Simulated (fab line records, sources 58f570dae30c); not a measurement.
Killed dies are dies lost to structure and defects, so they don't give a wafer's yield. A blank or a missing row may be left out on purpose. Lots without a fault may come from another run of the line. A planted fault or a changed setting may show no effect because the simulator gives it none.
Which tool did it? | flow berkeley_cmos170 | 14 lots, 42 wafers sampled, at 2 steps of a route of 331

WHAT THE GAUGES READ, wafer by wafer
UCB170_V2_THK_MEAS_04.
lot  | measured     | on            | V2_POLISHED_THK (nm)
L360 | day 7 02:58  | film_metro-03 | 1000.7 1001.5 1000.0
L362 | day 7 15:53  | film_metro-02 | 1000.0 1000.7 1000.8
L363 | day 8 03:35  | film_metro-03 | 1000.2 999.6 1001.5
L365 | day 8 14:08  | film_metro-02 | 998.7 998.5 999.3
L368 | day 9 00:12  | film_metro-01 | 1346.0 998.3 1346.9
L369 | day 9 05:59  | film_metro-02 | 999.5 1000.0 1349.5
L373 | day 10 06:04 | film_metro-02 | 1001.2 999.9 1000.4
L375 | day 11 02:14 | film_metro-02 | 1000.5 1000.4 1000.2
L378 | day 11 17:58 | film_metro-03 | 1000.1 1001.2 999.8
L377 | day 11 18:23 | film_metro-01 | 1000.5 1000.3 1000.1
L379 | day 11 20:48 | film_metro-03 | 1002.3 1000.5 1001.3
L380 | day 11 20:53 | film_metro-02 | 999.3 1001.4 999.6
L381 | day 11 21:14 | film_metro-03 | 1000.3 1001.2 1000.2
L382 | day 12 13:41 | film_metro-03 | 1000.0 998.5 999.5

WHICH TOOL RAN EACH LOT (tool, then ch and the chambers of the sampled wafers, then the start)
lot  | UCB170_V2_CMP_02
L360 | cmp-02 ch 0,3, day 7 02:32
L362 | cmp-01 ch 1,3, day 7 15:28
L363 | cmp-02 ch 1,2,3, day 8 03:10
L365 | cmp-01 ch 1,2,3, day 8 13:46
L368 | cmp-01 ch 1,2, day 8 23:49
L369 | cmp-01 ch 1,2,3, day 9 05:34
L373 | cmp-02 ch 0,2, day 10 05:42
L375 | cmp-02 ch 0,1,3, day 11 01:52
L378 | cmp-02 ch 0,1,3, day 11 17:40
L377 | cmp-01 ch 0,1,3, day 11 18:07
L379 | cmp-02 ch 0,1,2, day 11 20:22
L380 | cmp-01 ch 0,2, day 11 20:30
L381 | cmp-02 ch 1,2, day 11 20:52
L382 | cmp-01 ch 1,2,3, day 12 13:19
- UCB170_V2_CMP_02: polishes SiO2.

WHAT THE TOOLS THEMSELVES READ (means of the sampled wafers that have a number; where no wafer has one, the mark that the record gives instead)
UCB170_V2_CMP_02.
lot  | tool   | head_pressure_psi (psi) | motor_current_A (A) | retaining_ring_pressure_frac
L360 | cmp-02 | 5.994                   | 15.6                | 1.005
L362 | cmp-01 | 6.016                   | 16.5                | 0.991
L363 | cmp-02 | 6.000                   | 16.5                | 1.002
L365 | cmp-01 | 6.000                   | 16.2                | 0.996
L368 | cmp-01 | 6.009                   | 16.4                | 0.994
L369 | cmp-01 | 5.986                   | 16.2                | 0.999
L373 | cmp-02 | 6.006                   | 15.2                | 0.997
L375 | cmp-02 | 5.991                   | 16.2                | 0.999
L378 | cmp-02 | 6.004                   | 16.3                | 1.005
L377 | cmp-01 | 5.994                   | 14.7                | 1.002
L379 | cmp-02 | 6.002                   | 15.9                | 1.003
L380 | cmp-01 | 5.993                   | 15.2                | 1.001
L381 | cmp-02 | 5.990                   | 17.1                | 0.999
L382 | cmp-01 | 5.998                   | 16.5                | 0.997

THE ANSWER, worked out from the rows above alone
Rule: what is usual is taken from the lots themselves. Put in order of their means at a reading, lots are off if they are a third of the lots or fewer, leave a main group of 4 or more, and stand apart from it by a gap of 3 or more times the standard deviation of the main group's means; of several such gaps the widest counts. A main group whose means are all the same, to the digits that the tables above print for the reading, isn't used. A lot without any number at a reading at which 4 lots or more have one is off too. The other lots that the step has rows for count as sound. The gauges are gone through in route order, then the tools' own readings, and for those a lot's mean is taken as printed above. The first step at which some lot is off is used, and at that step the reading that is off furthest; a lot without a number counts as furthest.
Off: L368, L369, at UCB170_V2_THK_MEAS_04 (V2_POLISHED_THK). The main group: mean 1000.3 nm, standard deviation 0.62.
A tool fits if, at a process step before that reading, it ran every lot that is off, and no sound lot after the first of them. The gauges at UCB170_V2_THK_MEAS_04 are tried like those tools. None of those tried fits.

WHAT THE SIMULATOR HAD PUT IN
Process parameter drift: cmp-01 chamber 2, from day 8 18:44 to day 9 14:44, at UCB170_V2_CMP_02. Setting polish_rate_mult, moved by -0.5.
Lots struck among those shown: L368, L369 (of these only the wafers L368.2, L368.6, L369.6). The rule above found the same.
